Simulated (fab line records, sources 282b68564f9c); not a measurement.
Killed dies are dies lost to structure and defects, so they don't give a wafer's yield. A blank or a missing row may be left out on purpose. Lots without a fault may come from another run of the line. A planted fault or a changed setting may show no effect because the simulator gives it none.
Problem report in the 8D (eight disciplines) form, filled by code | flow rit_cmos | the parts of the form that need people (team, actions taken, sign-off) are left out

1. THE PROBLEM
plate_sensor_t_edge_C at RIT_NSD_SOFTBAKE_02 reads a mean of 86.392 C on 6 wafers of 2 lots; wafers without a fault read 91.021 C with a standard deviation of 0.011. That is -99 or more standard deviations from the usual mean.
The step: time 62.74 s.
First seen on wafer L324.3, day 5 04:56, on litho_track-04. The record holds 18 wafers of 6 lots with a number at this step. Rule for "out", or "out of limits": more than 4 standard deviations from the usual mean. The other wafers with a number count as sound.

2. WHAT IT IS AND WHAT IT IS NOT
question                    | is                                                                   | is not
which readings at this step | plate_sensor_t_edge_C, heater_power_total_W, plate_sensor_t_centre_C | -
which lots                  | L324, L326                                                           | L316, L332, L334, L335
which wafers of those lots  | all that have a number                                               | -
read on which tools         | litho_track-04                                                       | litho_track-02, litho_track-03
when                        | from day 5 04:56                                                     | up to then (3 sound wafers); but 9 sound wafers of L332, L334, L335 came after

3. SUSPECTS, AND WHAT RULES EACH OUT
Counting: a tool at a process step up to the reading stays a suspect if it ran every lot that is out and no sound lot after the first of them.
- litho_track-04 at RIT_NSD_SOFTBAKE_02 (time 62.74 s): kept. It ran every lot that is out, first L324 (day 5 04:56), and no sound lot after that; its last sound lot up to then is L316 (day 3 17:49). Its own readings are out on those wafers: heater_power_total_W, plate_sensor_t_centre_C, plate_sensor_t_edge_C.
Left after counting: litho_track-04 at RIT_NSD_SOFTBAKE_02.

4. THE CAUSE (what the simulator had put in)
Process parameter drift: litho_track-04, from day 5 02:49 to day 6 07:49, at RIT_NSD_SOFTBAKE_02. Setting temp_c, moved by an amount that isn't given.
Counting left only this tool.

5. THE CHAIN OF EFFECTS, in route order
Each row: a reading whose mean over the struck wafers that have a number lies more than 3 standard deviations from the usual. Only readings for which the record gives a usual standard deviation are gone through. hours: the time from each lot's start at the first step in this table that gives one to its start at this step, as a median over the lots. sigmas: the change in usual standard deviations.
hours | step                | reading                 | usual    | on struck wafers | change | sigmas
0     | RIT_NSD_SOFTBAKE_02 | heater_power_total_W    | 34.62 W  | 32.18            | -2.44  | -50
0     | RIT_NSD_SOFTBAKE_02 | plate_sensor_t_centre_C | 90.969 C | 86.353           | -4.616 | -99 or more
0     | RIT_NSD_SOFTBAKE_02 | plate_sensor_t_edge_C   | 91.021 C | 86.392           | -4.629 | -99 or more
The process steps in it:
- RIT_NSD_SOFTBAKE_02: time 62.74 s.
Later measuring or inspecting steps at which every struck wafer that the step has a row for has a number for every such reading, and none has moved that far: RIT_NSD_OVL_MEAS_06.

6. WHAT WOULD HAVE CAUGHT IT SOONER
In this record the first reading out of limits was taken at day 5 04:56, 2 hours after the fault began at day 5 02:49.
